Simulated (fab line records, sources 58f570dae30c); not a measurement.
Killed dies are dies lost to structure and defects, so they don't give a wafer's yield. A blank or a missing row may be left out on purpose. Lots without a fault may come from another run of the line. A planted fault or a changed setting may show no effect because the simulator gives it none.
One fault seen from 2 desks | flow berkeley_cmos170 | each desk has only its own numbers; what lay behind them comes last

THE METROLOGY DESK
What the gauges read, lot by lot, whatever tool the lot ran on: means of the sampled wafers that have a number. A lot is out of limits, marked OUT, if its mean lies more than 4 standard deviations from the usual mean; the brackets give that distance.
Columns: A = PWELL_TW at UCB170_PWELL_TW_MEAS_17, usual 382.2; B = cd_nm at UCB170_PLDD_CD_MEAS_06, usual 1200.2 nm
lot  | first seen here | A                | B
L561 | day 3 01:34     | 379.7            | 1200.5
L562 | day 3 06:14     | 380.6            | 1197.3
L563 | day 3 23:09     | 386.0            | 1201.5
L565 | day 4 01:02     | 380.1            | 1201.8
L564 | day 4 01:14     | 380.4            | 1200.8
L566 | day 4 11:10     | 385.3            | 1200.5
L569 | day 5 04:16     | 380.1            | 1199.6
L574 | day 5 13:20     | 359.8 (-7.7) OUT | 1198.7
L576 | day 6 07:04     | 360.8 (-7.4) OUT | 1200.9
L577 | day 6 07:08     | 380.2            | 1200.2
L578 | day 6 11:34     | 381.0            | 1201.1
L581 | day 6 22:36     | 387.0            | 1199.7
L584 | day 7 12:32     | 383.5            | 1198.1
L583 | day 7 12:50     | 382.7            | 1202.7
This desk's finding: out of limits on L574, L576; first on L574, day 5 13:20 (PWELL_TW at UCB170_PWELL_TW_MEAS_17). In limits: L561, L562, L563, L565, L564, L566, L569, L577, L578, L581, L584, L583.

THE TOOL OWNER'S DESK: implanter-04
The tool's own readings at UCB170_PWELL_IMPLANT_15: means of the sampled wafers that have a number, for each lot that ran on this tool. A lot is out of limits, marked OUT, if its mean lies more than 4 standard deviations from the usual mean; the brackets give that distance.
Columns: A = beam_energy_keV at UCB170_PWELL_IMPLANT_15, usual 60.000
lot  | first seen here | A
L561 | day 3 01:16     | 60.029
L563 | day 3 22:55     | 59.981
L565 | day 4 00:47     | 60.011
L569 | day 5 04:02     | 59.996
L574 | day 5 13:06     | 42.009 (-99 or more) OUT
L576 | day 6 06:46     | 42.005 (-99 or more) OUT
This desk's finding: out of limits on L574, L576; first on L574, day 5 13:06 (beam_energy_keV at UCB170_PWELL_IMPLANT_15). In limits: L561, L563, L565, L569.

PUT TOGETHER
The tool owner's desk could have raised an alarm at day 5 13:06, on L574, L576.
The metrology desk could have raised an alarm at day 5 13:20, on L574, L576.
Of the lots named, all ran UCB170_PWELL_IMPLANT_15 on implanter-04.

WHAT THE SIMULATOR HAD PUT IN
Process parameter drift: implanter-04, from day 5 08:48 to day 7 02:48, at UCB170_PWELL_IMPLANT_15. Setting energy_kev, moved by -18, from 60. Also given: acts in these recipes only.
Lots struck among those shown: L574, L576.
Hours from the fault's start to each desk's first reading out of limits: the tool owner's desk, 4; the metrology desk, 5.
